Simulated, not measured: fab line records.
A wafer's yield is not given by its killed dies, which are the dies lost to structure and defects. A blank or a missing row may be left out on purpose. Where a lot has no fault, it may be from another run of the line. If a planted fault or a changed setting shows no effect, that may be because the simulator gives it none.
Split-lot study || flow berkeley-cmos170 || route with 331 steps; 5 lots, 23 wafers read

== SPLIT DETAILS ==
At UCB170_V2_ETCH_14 (etches SiO2 in CHF3/CF4/Ar, stops on Al, target depth 1250 nm, time 291 s), the setting time-s was moved away from the recipe's 291 s on 11 of the 23 wafers read, by -6.2% to +13.4%. This setting was run at the recipe's value on the other wafers.

The split's own step is where the reading is taken.

== THE READING ==
KrF_of_V2_COAT_07.thk-nm (the simulator's own value, which no gauge read), in nm, at UCB170_V2_ETCH_14 (etches SiO2 in CHF3/CF4/Ar, stops on Al, target depth 1250 nm, time 291 s). The file does not state a usual value for it. The 12 wafers here that ran the recipe average 611.0 nm, standard deviation 6 nm.

{"wafer": "L077.1", "tool, chamber at the split": "rie-diel-04, 2", "time-s as run, s": 330, "against the recipe": "+13.4%", "KrF_of_V2_COAT_07.thk-nm, nm": 577, "against lot-mates on the recipe": -31.0}
{"wafer": "L077.3", "tool, chamber at the split": "rie-diel-04, 1", "time-s as run, s": 291, "against the recipe": "recipe", "KrF_of_V2_COAT_07.thk-nm, nm": 606.9, "against lot-mates on the recipe": "-"}
{"wafer": "L077.4", "tool, chamber at the split": "rie-diel-04, 3", "time-s as run, s": 291, "against the recipe": "recipe", "KrF_of_V2_COAT_07.thk-nm, nm": 609.1, "against lot-mates on the recipe": "-"}
{"wafer": "L077.5", "tool, chamber at the split": "rie-diel-04, 1", "time-s as run, s": 330, "against the recipe": "+13.4%", "KrF_of_V2_COAT_07.thk-nm, nm": 567.6, "against lot-mates on the recipe": -40.4}
{"wafer": "L077.6", "tool, chamber at the split": "rie-diel-04, 0", "time-s as run, s": 330, "against the recipe": "+13.4%", "KrF_of_V2_COAT_07.thk-nm, nm": 565.1, "against lot-mates on the recipe": -42.9}
{"wafer": "L079.1", "tool, chamber at the split": "rie-diel-04, 0", "time-s as run, s": 315.8, "against the recipe": "+8.5%", "KrF_of_V2_COAT_07.thk-nm, nm": 582.6, "against lot-mates on the recipe": -32.2}
{"wafer": "L079.3", "tool, chamber at the split": "rie-diel-04, 2", "time-s as run, s": 315.8, "against the recipe": "+8.5%", "KrF_of_V2_COAT_07.thk-nm, nm": 593.7, "against lot-mates on the recipe": -21.1}
{"wafer": "L079.4", "tool, chamber at the split": "rie-diel-04, 3", "time-s as run, s": 291, "against the recipe": "recipe", "KrF_of_V2_COAT_07.thk-nm, nm": 612.3, "against lot-mates on the recipe": "-"}
{"wafer": "L079.5", "tool, chamber at the split": "rie-diel-04, 1", "time-s as run, s": 315.8, "against the recipe": "+8.5%", "KrF_of_V2_COAT_07.thk-nm, nm": 590.3, "against lot-mates on the recipe": -24.5}
{"wafer": "L079.6", "tool, chamber at the split": "rie-diel-04, 2", "time-s as run, s": 291, "against the recipe": "recipe", "KrF_of_V2_COAT_07.thk-nm, nm": 617.4, "against lot-mates on the recipe": "-"}
{"wafer": "L080.1", "tool, chamber at the split": "rie-diel-01, 2", "time-s as run, s": 291, "against the recipe": "recipe", "KrF_of_V2_COAT_07.thk-nm, nm": 613.9, "against lot-mates on the recipe": "-"}
{"wafer": "L080.3", "tool, chamber at the split": "rie-diel-01, 1", "time-s as run, s": 291, "against the recipe": "recipe", "KrF_of_V2_COAT_07.thk-nm, nm": 619.9, "against lot-mates on the recipe": "-"}
{"wafer": "L080.6", "tool, chamber at the split": "rie-diel-01, 0", "time-s as run, s": 291, "against the recipe": "recipe", "KrF_of_V2_COAT_07.thk-nm, nm": 608.7, "against lot-mates on the recipe": "-"}
{"wafer": "L084.1", "tool, chamber at the split": "rie-diel-01, 3", "time-s as run, s": 326.4, "against the recipe": "+12.2%", "KrF_of_V2_COAT_07.thk-nm, nm": 570.2, "against lot-mates on the recipe": -33.3}
{"wafer": "L084.2", "tool, chamber at the split": "rie-diel-01, 2", "time-s as run, s": 326.4, "against the recipe": "+12.2%", "KrF_of_V2_COAT_07.thk-nm, nm": 572.7, "against lot-mates on the recipe": -30.8}
{"wafer": "L084.3", "tool, chamber at the split": "rie-diel-01, 0", "time-s as run, s": 291, "against the recipe": "recipe", "KrF_of_V2_COAT_07.thk-nm, nm": 600.2, "against lot-mates on the recipe": "-"}
{"wafer": "L084.5", "tool, chamber at the split": "rie-diel-01, 1", "time-s as run, s": 291, "against the recipe": "recipe", "KrF_of_V2_COAT_07.thk-nm, nm": 607.4, "against lot-mates on the recipe": "-"}
{"wafer": "L084.6", "tool, chamber at the split": "rie-diel-01, 0", "time-s as run, s": 291, "against the recipe": "recipe", "KrF_of_V2_COAT_07.thk-nm, nm": 602.9, "against lot-mates on the recipe": "-"}
{"wafer": "L085.1", "tool, chamber at the split": "rie-diel-04, 1", "time-s as run, s": 273.1, "against the recipe": "-6.2%", "KrF_of_V2_COAT_07.thk-nm, nm": 628.9, "against lot-mates on the recipe": "+12.5"}
{"wafer": "L085.2", "tool, chamber at the split": "rie-diel-04, 2", "time-s as run, s": 273.1, "against the recipe": "-6.2%", "KrF_of_V2_COAT_07.thk-nm, nm": 641.7, "against lot-mates on the recipe": "+25.3"}
{"wafer": "L085.4", "tool, chamber at the split": "rie-diel-04, 0", "time-s as run, s": 273.1, "against the recipe": "-6.2%", "KrF_of_V2_COAT_07.thk-nm, nm": 630.2, "against lot-mates on the recipe": "+13.8"}
{"wafer": "L085.5", "tool, chamber at the split": "rie-diel-04, 2", "time-s as run, s": 291, "against the recipe": "recipe", "KrF_of_V2_COAT_07.thk-nm, nm": 619.3, "against lot-mates on the recipe": "-"}
{"wafer": "L085.6", "tool, chamber at the split": "rie-diel-04, 1", "time-s as run, s": 291, "against the recipe": "recipe", "KrF_of_V2_COAT_07.thk-nm, nm": 613.5, "against lot-mates on the recipe": "-"}

THE FIT
A straight line over all 23 wafers: KrF_of_V2_COAT_07.thk-nm changes by -3.15 nm for each +1% of time-s; r = -0.96; the points scatter about the line by 6 nm.
The same after taking each lot's own level away (the mean of its wafers on the recipe; 23 wafers): -2.82 nm for each +1%; r = -0.97; scatter 4.3 nm.
According to that fit, moving time-s by its largest amount changes the reading by 38 nm.
Across the lots, their own levels run from 603.50 to 616.40 nm, a range of 2.2 times the standard deviation given above.
In other words, the slope is changed by the lot-to-lot level; the two fits disagree.
Check: -39.1 nm against its lot-mates is what the line predicts for one of the wafers moved furthest among these (+13.4%) when that wafer is left out of the fit. It came out at -31 nm against them.

== THESE WAFERS: OTHER SPLITS ==
Note: prior to the reading, these wafers also went through further splits. Each is held against what the fit with the lots' levels taken away leaves over:
{"other split on the same wafers": "UCB170_BACKSIDE_COAT_01 spin-rpm", "wafers away from the commonest value": 8, "r with KrF_of_V2_COAT_07.thk-nm (lot level and that fit taken away)": "+0.25"}
{"other split on the same wafers": "UCB170_SILICIDE_SPUTTER_01 time-s", "wafers away from the commonest value": 10, "r with KrF_of_V2_COAT_07.thk-nm (lot level and that fit taken away)": "+0.15"}
{"other split on the same wafers": "UCB170_V1_ETCH_14 rf-w", "wafers away from the commonest value": 12, "r with KrF_of_V2_COAT_07.thk-nm (lot level and that fit taken away)": "+0.22"}
{"other split on the same wafers": "UCB170_M2_COAT_10 spin-rpm", "wafers away from the commonest value": 7, "r with KrF_of_V2_COAT_07.thk-nm (lot level and that fit taken away)": "+0.26"}
{"other split on the same wafers": "UCB170_V2_CMP_02 leave-above-ref-nm", "wafers away from the commonest value": 8, "r with KrF_of_V2_COAT_07.thk-nm (lot level and that fit taken away)": -0.25}

== THE WHOLE CHAIN: every reading that the file lists as answering this split, in the file's order ==
{"step": "UCB170_V2_ETCH_14", "what it does": "etches SiO2 in CHF3/CF4/Ar, stops on Al, target depth 1250 nm, time 291 s", "reading": "KrF_of_V2_COAT_07.thk-nm (the simulator's own value, which no gauge read)", "change (the file's fit)": "-2.8 nm for each +1% of the setting", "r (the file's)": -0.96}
{"step": "UCB170_V2_STRIP_15", "what it does": "strips in O2", "reading": "strip-time-to-endpoint-s", "change (the file's fit)": "withheld for each +1% of the setting", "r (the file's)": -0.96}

== THE FILE'S OWN FIT ==
KrF_of_V2_COAT_07.thk-nm changes by -2.8 nm for each +1% of time-s, r = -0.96.
